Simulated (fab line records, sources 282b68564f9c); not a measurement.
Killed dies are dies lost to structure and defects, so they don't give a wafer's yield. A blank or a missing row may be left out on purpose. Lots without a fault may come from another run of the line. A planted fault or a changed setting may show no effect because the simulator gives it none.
Tool commonality check | flow rit_cmos | 13 lots, 39 wafers sampled

WHY IT WAS OPENED
At RIT_ACTIVE_THK_MEAS_04 the reading ACTIVE_NITRIDE_THK is flagged on 1 of 13 lots. Wafers without a fault read 149.8 nm, standard deviation 1.4.
Rule: a lot is flagged when every wafer of it that has a number lies more than 4 standard deviations from that mean, or none has a number. The other lots count as sound.

lot  | measured    | on            | ACTIVE_NITRIDE_THK (nm), wafer by wafer | flag
L720 | day 1 13:59 | film_metro-04 | 150.3 149.0 149.7                       |
L721 | day 1 21:05 | film_metro-03 | 148.7 148.1 148.7                       |
L722 | day 2 00:44 | film_metro-04 | 150.8 150.4 150.1                       |
L723 | day 2 05:37 | film_metro-04 | 151.6 153.4 153.1                       |
L724 | day 2 09:32 | film_metro-02 | 149.4 150.7 151.9                       |
L726 | day 2 19:32 | film_metro-04 | 150.7 150.5 150.2                       |
L733 | day 4 09:32 | film_metro-02 | 186.0 185.2 186.0                       | FLAGGED
L734 | day 4 12:39 | film_metro-02 | 151.5 149.4 150.8                       |
L735 | day 4 17:51 | film_metro-04 | 148.9 150.2 149.1                       |
L738 | day 5 09:28 | film_metro-04 | 148.9 149.7 151.5                       |
L739 | day 5 14:34 | film_metro-02 | 149.5 150.5 151.0                       |
L740 | day 5 21:07 | film_metro-02 | 149.8 150.2 150.2                       |
L742 | day 6 04:08 | film_metro-03 | 149.8 150.3 151.0                       |
The numbers of the flagged lots are 185.7 nm on average: +35.9 nm against the usual, or +26 standard deviations.

WHICH TOOL RAN EACH LOT
The record holds 1 process step before the reading, out of a route of 202 steps. In each cell: the tool, then ch and the chambers that the sampled wafers went through, then the start.
lot  | flag    | RIT_ACTIVE_CVD_03
L720 |         | lpcvd-02 ch 0, day 1 12:34
L721 |         | lpcvd-01 ch 1, day 1 19:40
L722 |         | lpcvd-01 ch 1, day 1 23:19
L723 |         | lpcvd-01 ch 1, day 2 04:11
L724 |         | lpcvd-01 ch 0, day 2 08:07
L726 |         | lpcvd-01 ch 1, day 2 18:07
L733 | FLAGGED | lpcvd-02 ch 1, day 4 08:06
L734 |         | lpcvd-01 ch 1, day 4 10:31
L735 |         | lpcvd-01 ch 1, day 4 16:25
L738 |         | lpcvd-01 ch 1, day 5 08:02
L739 |         | lpcvd-01 ch 1, day 5 13:08
L740 |         | lpcvd-01 ch 0, day 5 19:42
L742 |         | lpcvd-01 ch 0, day 6 02:41
What these steps do:
- RIT_ACTIVE_CVD_03: deposits Si3N4 from SiH2Cl2/NH3, target thk 150 nm, time 1500 s.
- RIT_ACTIVE_THK_MEAS_04

FLAGGED OVER TOTAL, TOOL BY TOOL (the gauges that took the reading come last)
step                   | tool          | lots run | flagged | share of the flagged lots | sound lots run after its first flagged lot
RIT_ACTIVE_CVD_03      | lpcvd-01      | 11       | 0       | none                      | -
RIT_ACTIVE_CVD_03      | lpcvd-02      | 2        | 1       | all                       | 0
RIT_ACTIVE_THK_MEAS_04 | film_metro-02 | 5        | 1       | all                       | 3 (L734,L739,L740)
RIT_ACTIVE_THK_MEAS_04 | film_metro-03 | 2        | 0       | none                      | -
RIT_ACTIVE_THK_MEAS_04 | film_metro-04 | 6        | 0       | none                      | -

WHAT THE TABLE ALLOWS
2 rows of the table ran every flagged lot: lpcvd-02 at RIT_ACTIVE_CVD_03, film_metro-02 at RIT_ACTIVE_THK_MEAS_04.
- lpcvd-02 at RIT_ACTIVE_CVD_03: 1 of its 2 lots flagged. Its last sound lot is L720 (day 1 12:34), its first flagged lot L733 (day 4 08:06): a fault that began between those two fits. Its own readings lie more than 4 standard deviations out on every wafer of the flagged lots: spike_tc_centre_C, spike_tc_load_C.
- film_metro-02 at RIT_ACTIVE_THK_MEAS_04: 1 of its 5 lots flagged. Sound lots ran on it after the first flagged one (L734, L739, L740), which a lasting fault on the whole tool wouldn't allow.
One tool is left: lpcvd-02 at RIT_ACTIVE_CVD_03.

WHAT THE SIMULATOR HAD PUT IN
Process parameter drift: lpcvd-02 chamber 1, from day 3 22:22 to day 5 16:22, at RIT_ACTIVE_CVD_03. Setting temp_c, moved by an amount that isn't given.
Lots struck among those shown: L733. The rule above found the same.
